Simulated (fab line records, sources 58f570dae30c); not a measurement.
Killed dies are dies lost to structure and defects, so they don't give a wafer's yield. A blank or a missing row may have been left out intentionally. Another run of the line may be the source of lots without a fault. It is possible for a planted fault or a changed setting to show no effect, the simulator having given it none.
Which tool did it? | flow berkeleyCmos170 | 21 wafers from 7 lots sampled at 3 of the route's 331 steps

WHAT EACH GAUGE READ, for each wafer
UCB170_V1_THK_MEAS_01.
lot  | measured     | on           | V1_TEOS_THK (nm)
L761 | day 7 07:38  | filmMetro-04 | 1981 1993 2051
L766 | day 7 23:01  | filmMetro-04 | 1959 1992 2031
L767 | day 7 23:01  | filmMetro-03 | 2008 2008 2052
L774 | day 9 13:47  | filmMetro-04 | 1986 2512 2013
L778 | day 10 08:05 | filmMetro-04 | 2004 1965 2044
L780 | day 11 08:37 | filmMetro-02 | 1977 2026 2060
L784 | day 12 07:17 | filmMetro-04 | 1995 2028 2067

TOOL THAT RAN EACH LOT (tool first, then ch and the chambers of the sampled wafers, then the start)
lot  | UCB170_CONTACT_STRIP_06             | UCB170_V1_CVD_00
L761 | plasmaAsher-02 ch 0,1, day 6 22:12  | pecvd-02 ch 1,2, day 7 07:25
L766 | plasmaAsher-02 ch 0,1, day 7 12:28  | pecvd-04 ch 0,2, day 7 22:51
L767 | plasmaAsher-01 ch 0,1, day 7 12:43  | pecvd-02 ch 1,2, day 7 22:51
L774 | plasmaAsher-02 ch 0,1, day 9 06:43  | pecvd-03 ch 0,1,2, day 9 13:37
L778 | plasmaAsher-01 ch 0,1, day 10 02:08 | pecvd-04 ch 0,1, day 10 07:56
L780 | plasmaAsher-02 ch 0,1, day 10 23:07 | pecvd-02 ch 0,1, day 11 08:27
L784 | plasmaAsher-01 ch 0,1, day 11 20:04 | pecvd-02 ch 1,2, day 12 07:05
- UCB170_CONTACT_STRIP_06: strips in O2.
- UCB170_V1_CVD_00: deposits SiO2 from TEOS/O2, target thk 2000 nm, time 250 s.

THE ANSWER, worked out from the rows above alone
Rule: the usual values come from the lots themselves. Put in order of their means at a reading, lots are off if they are a third of the lots or fewer, leave a main group of 4 or more, and stand apart from it by a gap of 3 or more times the standard deviation of the main group's means; of several such gaps the widest counts. Not used: any main group whose means are identical at the precision the tables above print for the reading. A lot without any number at a reading at which 4 lots or more have one is off too. The other lots that the step has rows for count as sound.
Off: L774, seen at UCB170_V1_THK_MEAS_01 (V1_TEOS_THK). The main group has a mean of 2013 nm with a standard deviation of 12.
A tool fits if, at a process step before that reading, it ran every lot that is off, and no sound lot after the first of them. Those tools and the gauges at UCB170_V1_THK_MEAS_01 are tried in the same way. One fits: pecvd-03 at UCB170_V1_CVD_00. It ran no sound lot before its first lot that is off in this sample, so the start can't be narrowed down.

WHAT THE SIMULATOR HAD PUT IN
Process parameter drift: pecvd-03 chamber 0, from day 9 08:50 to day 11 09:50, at UCB170_V1_CVD_00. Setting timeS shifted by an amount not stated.
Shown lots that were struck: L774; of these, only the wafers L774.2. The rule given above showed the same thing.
